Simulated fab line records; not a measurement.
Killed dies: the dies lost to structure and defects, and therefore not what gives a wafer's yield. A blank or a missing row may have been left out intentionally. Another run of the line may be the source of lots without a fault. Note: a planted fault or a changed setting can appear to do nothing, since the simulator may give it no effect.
fab line records | flow berkeleyCmos170
[record] lots = 14 | wafers = 42 | lastDay = 12
route steps=331 shown BACKSIDE@201
lots that met no fault: taken from a fault-free run of the same line
startH: hours from the record's first day to the start of the lot's first wafer shown | waitH: time in hours since the lot's previous step | " repeats the value in the row above | L1.1+2: a row that stands for several wafers | - either no value or no given start | * or withheld: withheld | < > ~ a bound
route shown NAME@n: NAME is a module with steps in the file, n the number in the route of the first one | usual: average and standard deviation across the fault-free wafers | same: alike in all rows | chamber/n: place in a boat | sites: each site's reading | _std_site: how widely they spread, as a standard deviation | _edge_site: inner sites' mean taken away from outer sites' mean | radiusMm: for every site, how far away it sits from the centre of the wafer | mask NAME#n: copy n | behind: tool/chamber where the wafer was last shaped | hold: the reason the lot was held/the length of the hold in hours/how it ended | device: names the non-switching transistor (n, p or np) | end of line: tests run on the same wafers once the route is complete | a step with no rows: only its recipe | killed: not the wafer's yield, but the dies lost to structure and defects at the first sort | map: the dies of a wafer, with x for killed, . for not killed, _ for no die there
set.NAME: the setting that was run; set.NAME@STEP: the one run at that earlier step | model.NAME: the simulator's own value behind a step, which no gauge read
route steps across a sampled set of lots; one table per step, one row per wafer
[[steps]]
[step UCB170_BACKSIDE_SOFTBAKE_02]
[recipe] resist = KrF | tempC = 130 | timeS = 60
[usual] plateTempC = 130.00/0.13 | runLengthS = 89.17/0.21
lot.wafer | tool          | chamber | startH | waitH | plateTempC | runLengthS
L505.1    | lithoTrack-04 | 0       | 132.10 | 0.1   | 129.93     | 88.88
L505.2    | "             | 0       | "      | "     | 129.91     | 88.97
L505.5    | "             | 0       | "      | "     | 129.99     | 88.87
L504.1    | lithoTrack-04 | 0       | 133.76 | 0.1   | 130.15     | 89.09
L504.3    | "             | 0       | "      | "     | 130.19     | 88.83
L504.6    | "             | 0       | "      | "     | 130.12     | 89.12
L503.2    | lithoTrack-02 | 0       | 134.22 | 0.1   | 130.27     | 89.28
L503.3    | "             | 0       | "      | "     | 130.03     | 89.44
L503.4    | "             | 0       | "      | "     | 129.95     | 89.20
L509.3    | lithoTrack-03 | 0       | 155.13 | 0.1   | 130.08     | 89.27
L509.4    | "             | 0       | "      | "     | 130.37     | 89.43
L509.5    | "             | 0       | "      | "     | 130.13     | 89.61
L507.2    | lithoTrack-03 | 0       | 155.55 | 0.1   | 130.09     | 89.31
L507.3    | "             | 0       | "      | "     | 129.74     | 89.28
L507.5    | "             | 0       | "      | "     | 129.89     | 89.43
L511.2    | lithoTrack-02 | 0       | 164.49 | 0.1   | 130.15     | 89.29
L511.4    | "             | 0       | "      | "     | 130.00     | 89.46
L511.5    | "             | 0       | "      | "     | 129.90     | 89.23
L510.2    | lithoTrack-02 | 0       | 164.96 | 0.1   | 130.02     | 89.21
L510.3    | "             | 0       | "      | "     | 130.09     | 89.18
L510.6    | "             | 0       | "      | "     | 130.08     | 89.16
L512.3    | lithoTrack-02 | 0       | 179.40 | 0.1   | 129.81     | 89.15
L512.4    | "             | 0       | "      | "     | 129.98     | 89.24
L512.6    | "             | 0       | "      | "     | 130.20     | 89.24
L517.3    | lithoTrack-02 | 0       | 208.24 | 0.1   | 129.98     | 126.35
L517.5    | "             | 0       | "      | "     | 129.92     | 126.24
L517.6    | "             | 0       | "      | "     | 129.96     | 126.31
L519.2    | lithoTrack-04 | 0       | 217.44 | 0.1   | 129.97     | 88.84
L519.4    | "             | 0       | "      | "     | 130.04     | 88.94
L519.5    | "             | 0       | "      | "     | 130.17     | 88.85
L520.3    | lithoTrack-02 | 0       | 224.34 | 0.1   | 129.99     | 126.21
L520.5    | "             | 0       | "      | "     | 129.94     | 126.19
L520.6    | "             | 0       | "      | "     | 129.99     | 126.38
L524.3    | lithoTrack-04 | 0       | 233.72 | 0.1   | 130.17     | 88.87
L524.4    | "             | 0       | "      | "     | 130.23     | 88.95
L524.5    | "             | 0       | "      | "     | 130.18     | 88.99
L523.1    | lithoTrack-04 | 0       | 236.56 | 0.1   | 130.08     | 88.91
L523.3    | "             | 0       | "      | "     | 129.95     | 88.83
L523.4    | "             | 0       | "      | "     | 129.84     | 88.96
L526.1    | lithoTrack-03 | 0       | 253.07 | 0.1   | 130.05     | 89.40
L526.2    | "             | 0       | "      | "     | 130.12     | 89.27
L526.6    | "             | 0       | "      | "     | 130.01     | 89.67
[[key]]
[firstSign] step = UCB170_BACKSIDE_SOFTBAKE_02 | reading = runLengthS | direction = up | sigmas = 99+ | usual = * | struck = *
effect none on later readings
metAt UCB170_BACKSIDE_SOFTBAKE_02
struckLots L517,L520
testerLeftOut L517,L520
onsetBetween 179.40 208.24
[fault] kind = processParameterDrift | tool = lithoTrack-02 | chamber = - | onsetH = 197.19 | steps = UCB170_BACKSIDE_SOFTBAKE_02 | channel = timeS | offset = * | shape = step | endH = 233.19 | actsIn = * | stated = *
// testerLeftOut: of these lots the tester's yield and bins aren't shown, on N5 and GAA mostly nor the transistor test; their killed dies are dies lost to structure and defects alone, not to doping, threshold or leakage, so they don't give the yield
